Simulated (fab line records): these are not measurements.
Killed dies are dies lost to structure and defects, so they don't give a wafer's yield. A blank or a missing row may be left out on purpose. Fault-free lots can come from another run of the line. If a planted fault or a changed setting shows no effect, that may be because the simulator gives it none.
Lot-split experiment / flow rit-cmos / on a route of 202 steps: 5 lots, 23 wafers read

THE SPLIT
At RIT_SPACER_CVD_03 (deposits Si3N4 from SiH2Cl2/NH3, target thk 250 nm, time 3300 s), the setting pressure-mtorr was moved away from the recipe's 300 mTorr on 20 of the 23 wafers read, by -10.7% to +11.2%. The other wafers ran this setting at the recipe's value.

Between the split and the reading, the file records no step.

THE READING
SPACER_NITRIDE_THK, in nm, at RIT_SPACER_THK_MEAS_04. A value of 248.8 nm with a standard deviation of 1.9 nm is what fault-free wafers of this fab line usually give.

wafer=L078.2; tool, chamber at the split=-, -; pressure-mtorr as run, mTorr=268; against the recipe=-10.7%; SPACER_NITRIDE_THK, nm=242.3; against lot-mates on the recipe=no lot-mate on the recipe
wafer=L078.3; tool, chamber at the split=-, -; pressure-mtorr as run, mTorr=268; against the recipe=-10.7%; SPACER_NITRIDE_THK, nm=241.9; against lot-mates on the recipe=no lot-mate on the recipe
wafer=L078.4; tool, chamber at the split=-, -; pressure-mtorr as run, mTorr=268; against the recipe=-10.7%; SPACER_NITRIDE_THK, nm=242.0; against lot-mates on the recipe=no lot-mate on the recipe
wafer=L078.5; tool, chamber at the split=-, -; pressure-mtorr as run, mTorr=268; against the recipe=-10.7%; SPACER_NITRIDE_THK, nm=241.2; against lot-mates on the recipe=no lot-mate on the recipe
wafer=L078.6; tool, chamber at the split=-, -; pressure-mtorr as run, mTorr=268; against the recipe=-10.7%; SPACER_NITRIDE_THK, nm=243.1; against lot-mates on the recipe=no lot-mate on the recipe
wafer=L079.2; tool, chamber at the split=lpcvd-02, 0; pressure-mtorr as run, mTorr=300; against the recipe=recipe; SPACER_NITRIDE_THK, nm=250.3; against lot-mates on the recipe=-
wafer=L079.3; tool, chamber at the split=lpcvd-02, 0; pressure-mtorr as run, mTorr=300; against the recipe=recipe; SPACER_NITRIDE_THK, nm=250.5; against lot-mates on the recipe=-
wafer=L079.6; tool, chamber at the split=lpcvd-02, 0; pressure-mtorr as run, mTorr=300; against the recipe=recipe; SPACER_NITRIDE_THK, nm=250.1; against lot-mates on the recipe=-
wafer=L080.1; tool, chamber at the split=-, -; pressure-mtorr as run, mTorr=270.5; against the recipe=-9.8%; SPACER_NITRIDE_THK, nm=240.6; against lot-mates on the recipe=no lot-mate on the recipe
wafer=L080.2; tool, chamber at the split=-, -; pressure-mtorr as run, mTorr=270.5; against the recipe=-9.8%; SPACER_NITRIDE_THK, nm=240.5; against lot-mates on the recipe=no lot-mate on the recipe
wafer=L080.4; tool, chamber at the split=-, -; pressure-mtorr as run, mTorr=270.5; against the recipe=-9.8%; SPACER_NITRIDE_THK, nm=239.8; against lot-mates on the recipe=no lot-mate on the recipe
wafer=L080.5; tool, chamber at the split=-, -; pressure-mtorr as run, mTorr=270.5; against the recipe=-9.8%; SPACER_NITRIDE_THK, nm=240.5; against lot-mates on the recipe=no lot-mate on the recipe
wafer=L080.6; tool, chamber at the split=-, -; pressure-mtorr as run, mTorr=270.5; against the recipe=-9.8%; SPACER_NITRIDE_THK, nm=240.7; against lot-mates on the recipe=no lot-mate on the recipe
wafer=L083.1; tool, chamber at the split=-, -; pressure-mtorr as run, mTorr=281.4; against the recipe=-6.2%; SPACER_NITRIDE_THK, nm=242.4; against lot-mates on the recipe=no lot-mate on the recipe
wafer=L083.2; tool, chamber at the split=-, -; pressure-mtorr as run, mTorr=281.4; against the recipe=-6.2%; SPACER_NITRIDE_THK, nm=243.8; against lot-mates on the recipe=no lot-mate on the recipe
wafer=L083.3; tool, chamber at the split=-, -; pressure-mtorr as run, mTorr=281.4; against the recipe=-6.2%; SPACER_NITRIDE_THK, nm=243.8; against lot-mates on the recipe=no lot-mate on the recipe
wafer=L083.4; tool, chamber at the split=-, -; pressure-mtorr as run, mTorr=281.4; against the recipe=-6.2%; SPACER_NITRIDE_THK, nm=242.6; against lot-mates on the recipe=no lot-mate on the recipe
wafer=L083.6; tool, chamber at the split=-, -; pressure-mtorr as run, mTorr=281.4; against the recipe=-6.2%; SPACER_NITRIDE_THK, nm=243.4; against lot-mates on the recipe=no lot-mate on the recipe
wafer=L084.2; tool, chamber at the split=-, -; pressure-mtorr as run, mTorr=333.5; against the recipe=+11.2%; SPACER_NITRIDE_THK, nm=256.9; against lot-mates on the recipe=no lot-mate on the recipe
wafer=L084.3; tool, chamber at the split=-, -; pressure-mtorr as run, mTorr=333.5; against the recipe=+11.2%; SPACER_NITRIDE_THK, nm=258.4; against lot-mates on the recipe=no lot-mate on the recipe
wafer=L084.4; tool, chamber at the split=-, -; pressure-mtorr as run, mTorr=333.5; against the recipe=+11.2%; SPACER_NITRIDE_THK, nm=256.4; against lot-mates on the recipe=no lot-mate on the recipe
wafer=L084.5; tool, chamber at the split=-, -; pressure-mtorr as run, mTorr=333.5; against the recipe=+11.2%; SPACER_NITRIDE_THK, nm=256.9; against lot-mates on the recipe=no lot-mate on the recipe
wafer=L084.6; tool, chamber at the split=-, -; pressure-mtorr as run, mTorr=333.5; against the recipe=+11.2%; SPACER_NITRIDE_THK, nm=259.1; against lot-mates on the recipe=no lot-mate on the recipe

FIT RESULTS
A straight line over all 23 wafers: SPACER_NITRIDE_THK changes by +0.775 nm for each +1% of pressure-mtorr; r = +0.98; the points scatter about the line by 1.3 nm.
Too few moved wafers have a lot-mate on the recipe to fit a line with each lot's own level taken away.

THE WHOLE CHAIN: every reading that the file lists as answering this split, in the file's order
step=RIT_SPACER_CVD_03; what it does=deposits Si3N4 from SiH2Cl2/NH3, target thk 250 nm, time 3300 s; reading=Si3N4_of_SPACER_CVD_03.thk-nm (the simulator's own value, which no gauge read); change (the file's fit)=+0.772 nm for each +1% of the setting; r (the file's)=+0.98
step=RIT_SPACER_THK_MEAS_04; what it does=; reading=SPACER_NITRIDE_THK; change (the file's fit)=+0.775 for each +1% of the setting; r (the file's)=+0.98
step=RIT_SPACER_ETCHBACK_05; what it does=etches Si3N4 in SF6/CHF3, stops on SiO2, target depth 250 nm, time 240 s; reading=etch.depth-nm (the simulator's own value, which no gauge read); change (the file's fit)=+0.772 nm for each +1% of the setting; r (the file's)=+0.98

THE FILE'S OWN FIT
SPACER_NITRIDE_THK changes by +0.775 nm for each +1% of pressure-mtorr, r = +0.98.
